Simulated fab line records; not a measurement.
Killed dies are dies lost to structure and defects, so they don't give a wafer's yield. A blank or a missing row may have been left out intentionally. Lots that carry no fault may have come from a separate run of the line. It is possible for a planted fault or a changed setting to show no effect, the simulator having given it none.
Which of the tools did it? -- flow berkeley-cmos170 -- 42 wafers from 14 lots sampled at 5 of the route's 331 steps

== WHAT THE GAUGES READ, wafer by wafer ==
UCB170_PWELL_TW_MEAS_17.
lot,measured,on,PWELL_TW
L541,day 3 09:26,film-metro-03,370 368 368
L543,day 3 20:32,film-metro-03,370 374 369
L542,day 3 20:44,film-metro-02,383 384 383
L544,day 4 05:53,film-metro-04,376 376 376
L548,day 5 02:41,film-metro-02,384 383 381
L550,day 5 10:50,film-metro-02,384 384 384
L551,day 5 11:52,film-metro-03,374 373 375
L552,day 5 12:03,film-metro-02,363 364 362
L553,day 6 05:07,film-metro-03,353 350 353
L558,day 6 18:14,film-metro-04,377 375 373
L559,day 7 08:04,film-metro-02,381 383 382
L561,day 7 17:05,film-metro-03,373 373 372
L563,day 7 22:35,film-metro-04,376 376 376
L562,day 7 23:08,film-metro-04,374 376 372

UCB170_GATE_CD_MEAS_90 targets a cd of 350 nm.
lot,measured,on,cd-nm (nm)
L541,day 6 15:04,cd-sem-02,353.0 353.9 352.3
L543,day 7 14:59,cd-sem-02,351.6 350.6 351.4
L542,day 7 15:05,cd-sem-01,351.3 350.0 351.5
L544,day 7 18:38,cd-sem-01,351.9 351.9 350.9
L548,day 8 17:12,cd-sem-01,352.7 351.2 352.3
L550,day 8 22:23,cd-sem-02,351.4 352.0 351.2
L551,day 8 22:42,cd-sem-01,350.5 349.2 351.1
L552,day 8 22:50,cd-sem-02,349.4 348.4 349.3
L553,day 9 20:43,cd-sem-02,352.5 352.8 351.7
L558,day 10 04:54,cd-sem-02,349.3 349.4 348.0
L559,day 11 00:35,cd-sem-01,351.4 348.9 348.7
L561,day 11 08:22,cd-sem-01,353.0 351.1 352.9
L563,day 11 08:55,cd-sem-01,350.7 349.9 350.4
L562,day 11 08:35,cd-sem-02,352.7 352.1 354.8

UCB170_SILICIDE_THK_MEAS_03: measures by xrf.
lot,measured,on,SILICIDE_TI_THK (nm)
L541,day 7 08:13,film-metro-03,29.2 29.5 29.6
L543,day 8 06:32,film-metro-02,29.5 29.6 29.6
L542,day 8 06:44,film-metro-04,29.6 29.1 29.7
L544,day 8 12:15,film-metro-02,29.9 29.8 29.7
L548,day 9 09:04,film-metro-03,29.6 29.5 28.9
L550,day 9 12:30,film-metro-02,29.7 29.9 29.9
L551,day 9 12:52,film-metro-03,29.4 29.5 28.9
L552,day 9 13:16,film-metro-02,29.2 30.0 29.6
L553,day 10 17:25,film-metro-02,30.4 30.1 30.1
L558,day 10 21:20,film-metro-02,29.7 29.8 29.8
L559,day 11 19:43,film-metro-02,29.2 29.2 29.2
L561,day 12 01:59,film-metro-04,30.1 30.1 30.3
L563,day 12 02:18,film-metro-02,29.7 29.4 29.4
L562,day 12 01:43,film-metro-02,29.3 30.0 29.4

== WHAT TOOL EACH LOT RAN ON (gives the tool, then ch and the chambers of the sampled wafers, and finally the start) ==
lot,UCB170_PWELL_IMPLANT_15,UCB170_PLDD_STRIP_10
L541,"implanter-03 ch 0, day 3 09:11","plasma-asher-02 ch 0,1, day 6 16:47"
L543,"implanter-02 ch 0, day 3 20:19","plasma-asher-03 ch 0,1, day 7 16:47"
L542,"implanter-01 ch 0, day 3 20:30","plasma-asher-01 ch 1, day 7 16:59"
L544,"implanter-02 ch 0, day 4 05:40","plasma-asher-03 ch 0,1, day 7 20:56"
L548,"implanter-03 ch 0, day 5 02:19","plasma-asher-02 ch 0,1, day 8 18:51"
L550,"implanter-01 ch 0, day 5 10:35","plasma-asher-02 ch 0,1, day 8 23:59"
L551,"implanter-02 ch 0, day 5 11:39","plasma-asher-03 ch 0,1, day 9 00:27"
L552,"implanter-03 ch 0, day 5 11:51","plasma-asher-01 ch 0,1, day 9 00:41"
L553,"implanter-03 ch 0, day 6 04:53","plasma-asher-01 ch 0,1, day 10 00:53"
L558,"implanter-02 ch 0, day 6 17:59","plasma-asher-02 ch 0,1, day 10 06:29"
L559,"implanter-02 ch 0, day 7 07:50","plasma-asher-03 ch 0,1, day 11 04:34"
L561,"implanter-02 ch 0, day 7 16:50","plasma-asher-01 ch 0,1, day 11 12:41"
L563,"implanter-01 ch 0, day 7 22:23","plasma-asher-03 ch 0,1, day 11 12:40"
L562,"implanter-02 ch 0, day 7 22:53","plasma-asher-02 ch 1, day 11 12:34"
- UCB170_PWELL_IMPLANT_15
- UCB170_PLDD_STRIP_10: strips in O2.

== AS READ BY THE TOOLS THEMSELVES (means over the sampled wafers that have a number; for cases with no such wafer, the mark the record gives instead) ==
UCB170_PWELL_IMPLANT_15.
lot,tool,beam-energy-keV
L541,implanter-03,60.014
L543,implanter-02,60.015
L542,implanter-01,59.986
L544,implanter-02,59.997
L548,implanter-03,60.000
L550,implanter-01,59.997
L551,implanter-02,60.023
L552,implanter-03,42.000
L553,implanter-03,41.999
L558,implanter-02,60.001
L559,implanter-02,59.981
L561,implanter-02,59.999
L563,implanter-01,60.007
L562,implanter-02,59.999

UCB170_PLDD_STRIP_10.
lot,tool,drypump-motor-current-A (A),o2-flow-sccm (sccm),oes-product-au (a.u.),strip-time-to-endpoint-s (s)
L541,plasma-asher-02,6.0,400.2,0.732,21.66
L543,plasma-asher-03,5.6,399.7,0.734,21.69
L542,plasma-asher-01,5.1,399.4,0.731,21.65
L544,plasma-asher-03,5.3,400.8,0.733,21.66
L548,plasma-asher-02,6.1,400.3,0.734,21.67
L550,plasma-asher-02,6.1,399.9,0.734,21.66
L551,plasma-asher-03,5.3,400.1,0.731,21.64
L552,plasma-asher-01,6.0,401.1,0.737,21.61
L553,plasma-asher-01,5.5,400.7,0.738,21.67
L558,plasma-asher-02,6.0,400.2,0.734,21.76
L559,plasma-asher-03,5.3,399.9,0.733,21.63
L561,plasma-asher-01,6.0,400.5,0.728,21.69
L563,plasma-asher-03,5.6,400.5,0.732,21.74
L562,plasma-asher-02,5.9,399.4,0.737,21.78

== THE ANSWER, worked out from the rows above alone ==
Rule: usual is defined by the lots themselves. Put in order of their means at a reading, lots are off if they are a third of the lots or fewer, leave a main group of 4 or more, and stand apart from it by a gap of 3 or more times the standard deviation of the main group's means; of several such gaps the widest counts. If all means in a main group match to the digits the tables above print for the reading, that group is not used. A lot without any number at a reading at which 4 lots or more have one is off too. Where the step has rows for the other lots, those lots are counted as sound. The gauges are gone through in route order, then the tools' own readings, and for those a lot's mean is taken as printed above. At the first step where some lot is off, the reading lying furthest off is the one used; lots without a number count as furthest.
Off, at UCB170_PWELL_IMPLANT_15 on beam-energy-keV: L552, L553. The main group has a mean of 60.002 with a standard deviation of 0.011.
A tool fits if, at that step or a process step before it, it ran every lot that is off, and no sound lot after the first of them. One fits: implanter-03 at UCB170_PWELL_IMPLANT_15. Its last sound lot is L548 (day 5 02:19), its first lot that is off L552 (day 5 11:51): a fault that began between those two fits.
On the lots that are off, the tool's own readings at UCB170_PWELL_IMPLANT_15 differ by more than 5 times the standard deviation of the sound lots' means, which bears it out; beam-energy-keV reads 41.999 there versus 60.002 on the sound lots.

== WHAT WAS PUT IN BY THE SIMULATOR ==
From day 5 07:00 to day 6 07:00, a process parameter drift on implanter-03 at UCB170_PWELL_IMPLANT_15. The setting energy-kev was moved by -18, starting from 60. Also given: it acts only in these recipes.
Shown lots that were struck: L552, L553. This agrees with what the rule above found.
